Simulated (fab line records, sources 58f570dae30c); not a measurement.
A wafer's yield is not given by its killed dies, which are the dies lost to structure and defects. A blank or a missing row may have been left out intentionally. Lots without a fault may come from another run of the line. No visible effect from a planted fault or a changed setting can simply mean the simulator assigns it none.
The tool behind it: which one? ; flow berkeley-cmos170 ; 14 lots with 42 wafers sampled at 3 steps, on a route of 331 steps

## WHAT THE GAUGES SHOWED, per wafer
UCB170_M1_RS_MEAS_01: a four-point-probe measurement. Usual: M1_AL_RS 0.0486 ohm/sq, standard deviation 0.00063.
lot;measured;on;M1_AL_RS (ohm/sq);flag
L241;day 8 04:46;film-metro-03;0.0482 0.0478 0.0474;
L240;day 8 05:45;film-metro-04;0.0492 0.0491 0.0493;
L243;day 8 20:44;film-metro-01;0.0486 0.0491 0.0488;
L244;day 8 22:47;film-metro-04;0.0479 0.0480 0.0480;
L245;day 8 22:47;film-metro-03;0.0483 0.0478 0.0479;
L247;day 9 18:26;film-metro-03;0.0482 0.0487 0.0483;
L248;day 9 20:23;film-metro-03;0.0498 0.0496 0.0501;
L253;day 10 18:01;film-metro-04;0.0480 0.0488 0.0484;
L254;day 11 05:39;film-metro-04;0.0493 0.0492 0.0489;
L256;day 11 20:36;film-metro-03;0.0480 0.0484 0.0479;
L258;day 12 02:40;film-metro-04;0.0478 0.0476 0.0482;
L257;day 12 03:10;film-metro-04;0.0563 0.0567 0.0559;OFF
L261;day 12 21:28;film-metro-03;0.0558 0.0555 0.0552;OFF
L263;day 13 08:43;film-metro-04;0.0485 0.0492 0.0488;

UCB170_M1_THK_MEAS_02: measures by xrf. Usual: M1_AL_THK 585 nm, standard deviation 7.7.
lot;measured;on;M1_AL_THK (nm);flag
L241;day 8 04:52;film-metro-03;588 590 594;
L240;day 8 05:52;film-metro-04;581 579 579;
L243;day 8 20:52;film-metro-01;589 581 586;
L244;day 8 22:53;film-metro-04;594 596 601;
L245;day 8 22:53;film-metro-03;584 591 590;
L247;day 9 18:33;film-metro-03;583 578 582;
L248;day 9 20:30;film-metro-03;569 571 562;
L253;day 10 18:06;film-metro-04;593 583 587;
L254;day 11 05:46;film-metro-04;578 581 586;
L256;day 11 20:42;film-metro-03;592 586 591;
L258;day 12 02:46;film-metro-04;596 598 592;
L257;day 12 03:16;film-metro-04;506 506 512;OFF
L261;day 12 21:35;film-metro-03;509 513 514;OFF
L263;day 13 08:49;film-metro-04;588 581 586;

## EACH LOT AND THE TOOL THAT RAN IT (in order: tool; ch and the chambers of the sampled wafers; start)
lot;UCB170_M1_SPUTTER_00
L241;pvd-sputter-02, day 8 04:41
L240;pvd-sputter-03, day 8 05:41
L243;pvd-sputter-04, day 8 20:41
L244;pvd-sputter-04, day 8 22:41
L245;pvd-sputter-02, day 8 22:41
L247;pvd-sputter-04, day 9 18:22
L248;pvd-sputter-03, day 9 20:19
L253;pvd-sputter-02, day 10 17:53
L254;pvd-sputter-03, day 11 05:35
L256;pvd-sputter-04, day 11 20:30
L258;pvd-sputter-04, day 12 02:34
L257;pvd-sputter-02, day 12 03:05
L261;pvd-sputter-02, day 12 21:23
L263;pvd-sputter-03, day 13 08:35
- UCB170_M1_SPUTTER_00: material Al, target thk 600 nm, time 80 s.

## AS READ BY THE TOOLS THEMSELVES (means over the sampled wafers that have a number; for cases with no such wafer, the mark the record gives instead)
UCB170_M1_SPUTTER_00. Usual: throttle-valve-pct reads 30.0 % (standard deviation 0.94).
lot;tool;throttle-valve-pct (%);flag
L241;pvd-sputter-02;30.4;
L240;pvd-sputter-03;29.3;
L243;pvd-sputter-04;30.4;
L244;pvd-sputter-04;30.1;
L245;pvd-sputter-02;29.9;
L247;pvd-sputter-04;29.4;
L248;pvd-sputter-03;29.8;
L253;pvd-sputter-02;30.6;
L254;pvd-sputter-03;29.5;
L256;pvd-sputter-04;29.5;
L258;pvd-sputter-04;30.3;
L257;pvd-sputter-02;31.5;
L261;pvd-sputter-02;30.9;
L263;pvd-sputter-03;29.3;

## THE ANSWER, worked out from the rows above alone
Rule: a lot is off if the mean of its wafers that have a number lies more than 3 standard deviations from the usual mean. Also off: a lot with no number at a reading for which 4 or more lots have one. All remaining lots with rows at the step are treated as sound. Order of review: gauges by route order, followed by the tools' own readings, for which a lot's mean as printed above is used. The first step at which some lot is off is used, and at that step the reading that is off furthest; a lot without a number counts as furthest.
Off: L257, L261, seen at UCB170_M1_RS_MEAS_01 (M1_AL_RS).
If a tool, at a process step before that reading, ran all the lots that are off and no sound lot after the first of them, it fits. The gauges at UCB170_M1_RS_MEAS_01 are tried like those tools. One fits: pvd-sputter-02 at UCB170_M1_SPUTTER_00. Its last sound lot is L253 (day 10 17:53), its first lot that is off L257 (day 12 03:05): a fault that began between those two fits.

## WHAT THE SIMULATOR HAD PUT IN
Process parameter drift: pvd-sputter-02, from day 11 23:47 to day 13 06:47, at UCB170_M1_SPUTTER_00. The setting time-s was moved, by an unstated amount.
Lots struck among those shown: L257, L261. The rule above found the same.
